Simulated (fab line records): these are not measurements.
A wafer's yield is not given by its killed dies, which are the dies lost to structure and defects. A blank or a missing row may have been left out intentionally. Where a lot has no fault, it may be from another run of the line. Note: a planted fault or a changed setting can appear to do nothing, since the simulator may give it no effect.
A struck lot beside a sound one ; flow berkeleyCmos170 ; 14 out of 331 route steps
Sound: the wafers L820.4, L820.5, L820.6. The struck wafers were L821.1, L821.5, L821.6. The cause is named last.
Per side, at each step with rows, come the tool, then ch with its chambers, and then its first start. Under that, the readings that differ: sound wafers ; struck wafers ; difference of the means ; sigmas: that difference in standard deviations of wafers without a fault.
alike: readings whose means differ by less than 2 such deviations, and words and numbers that are the same on both sides. not compared: withheld readings, readings that some wafer has no value for, bounds like >300 that may hide the same value, and numbers for which the record gives no deviation and whose values overlap.
Wherever a step has rows on one side only, a row that says differs or no value, or a row with sigmas, the two part there. When numbers do not overlap yet have no deviation, they are printed without sigmas and do not part them. A reading missing from all wafers of one side parts the sides only when that side holds two or more wafers.

first, 3 steps without rows for these wafers: UCB170_NLDD_EXPOSE_03 (exposes mask NSELECT, target cd 1200 nm); UCB170_NLDD_PEB_04; UCB170_NLDD_DEVELOP_05 (develop time 45 s).
UCB170_NLDD_CD_MEAS_06: target cd 1200 nm.
  sound on cdSem-01 at day 8 20:54; struck on cdSem-01 at day 9 10:46
  alike: cdNm
UCB170_NLDD_OVL_MEAS_07:
  sound on overlay-01 at day 8 20:59; struck on overlay-02 at day 9 10:53
  alike: NLDD_OVL
then, 2 steps without rows for these wafers: UCB170_NLDD_IMPLANT_08; UCB170_NLDD_IMPLANT_09.
UCB170_NLDD_STRIP_10: strips in O2.
  sound on plasmaAsher-04 ch 0,1, day 8 21:20; struck on plasmaAsher-03 ch 0,1, day 9 11:13
  alike: drypumpMotorCurrentA, oesProductAu, stripTimeToEndpointS
  not compared: rfHoursCounterH
UCB170_NLDD_TW_MEAS_11:
  sound on filmMetro-03 at day 8 21:26; struck on filmMetro-01 at day 9 11:19
  alike: NLDD_TW
then, 1 step without rows for these wafers: UCB170_NLDD_CLEAN_12 (cleans in SPM, time 600 s).
UCB170_SPACER_CVD_00: deposits SiO2 from TEOS/O2, target thk 376 nm, time 47 s.
  sound on pecvd-04 ch 0,1,2, day 9 01:04; struck on pecvd-01 ch 0,1,2, day 9 11:34
  alike: heaterPowerW
UCB170_SPACER_THK_MEAS_01:
  sound on filmMetro-03 at day 9 01:07; struck on filmMetro-01 at day 9 11:36
  alike: SPACER_TEOS_THK
UCB170_SPACER_ANNEAL_02: time 1800 s.
  struck on furnace-01, day 9 12:03; sound on furnace-04 ch 0, day 9 01:32
  no value came back on the struck wafers for spikeTcCentreC (C), spikeTcLoadC (C), tubeCenterTempC (C); on the sound wafers spikeTcCentreC (C) reads 903.1 904.3 903.6
UCB170_SPACER_ETCHBACK_03: etches SiO2 in CHF3/CF4/Ar, stops on Si, target depth 376 nm, time 100 s.
  sound on rieDiel-04 ch 0,1,2, day 9 03:02; struck on rieDiel-04 ch 0,1, day 9 13:33
  alike: drypumpMotorCurrentA, oesProductAu, throttleValvePct
  not compared: rfHoursCounterH

WHERE THEY PART
Only at UCB170_SPACER_ANNEAL_02, within this record. Later steps at which nothing parts them and some readings are alike: UCB170_SPACER_ETCHBACK_03.

WHY: whatever the simulator had introduced
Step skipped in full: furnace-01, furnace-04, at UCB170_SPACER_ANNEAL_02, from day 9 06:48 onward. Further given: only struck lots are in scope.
